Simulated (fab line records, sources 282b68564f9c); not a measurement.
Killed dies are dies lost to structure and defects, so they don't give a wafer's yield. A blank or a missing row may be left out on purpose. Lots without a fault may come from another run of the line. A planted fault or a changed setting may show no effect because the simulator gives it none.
Which tool did it? | flow rit_cmos | 8 lots, 24 wafers sampled, at 2 steps of a route of 202

WHAT THE GAUGES READ, wafer by wafer
RIT_NRETRO_TW_MEAS_10.
lot  | measured    | on            | NRETRO_TW
L999 | day 2 15:19 | film_metro-03 | 1053 1055 1052
L101 | day 3 02:41 | film_metro-03 | 1051 1049 1046
L104 | day 3 18:16 | film_metro-01 | 1022 1024 1024
L106 | day 4 04:49 | film_metro-02 | 1046 1047 1046
L108 | day 4 15:32 | film_metro-01 | 1025 1026 1028
L110 | day 5 01:43 | film_metro-02 | 1046 1043 1049
L112 | day 5 10:34 | film_metro-03 | 1434 1426 1433
L114 | day 5 18:53 | film_metro-01 | 1385 1383 1387

WHICH TOOL RAN EACH LOT (tool, then ch and the chambers of the sampled wafers, then the start)
lot  | RIT_NRETRO_IMPLANT_08
L999 | implanter-03 ch 0, day 2 15:01
L101 | implanter-04 ch 0, day 3 02:22
L104 | implanter-04 ch 0, day 3 17:57
L106 | implanter-03 ch 0, day 4 04:29
L108 | implanter-02 ch 0, day 4 15:13
L110 | implanter-04 ch 0, day 5 01:24
L112 | implanter-02 ch 0, day 5 10:14
L114 | implanter-03 ch 0, day 5 18:34
- RIT_NRETRO_IMPLANT_08

THE ANSWER, worked out from the rows above alone
Rule: what is usual is taken from the lots themselves. Put in order of their means at a reading, lots are off if they are a third of the lots or fewer, leave a main group of 4 or more, and stand apart from it by a gap of 3 or more times the standard deviation of the main group's means; of several such gaps the widest counts. A main group whose means are all the same, to the digits that the tables above print for the reading, isn't used. A lot without any number at a reading at which 4 lots or more have one is off too. The other lots that the step has rows for count as sound.
Off: L112, L114, at RIT_NRETRO_TW_MEAS_10 (NRETRO_TW). The main group: mean 1041, standard deviation 11.
A tool fits if, at a process step before that reading, it ran every lot that is off, and no sound lot after the first of them. The gauges at RIT_NRETRO_TW_MEAS_10 are tried like those tools. None of those tried fits.

WHAT THE SIMULATOR HAD PUT IN
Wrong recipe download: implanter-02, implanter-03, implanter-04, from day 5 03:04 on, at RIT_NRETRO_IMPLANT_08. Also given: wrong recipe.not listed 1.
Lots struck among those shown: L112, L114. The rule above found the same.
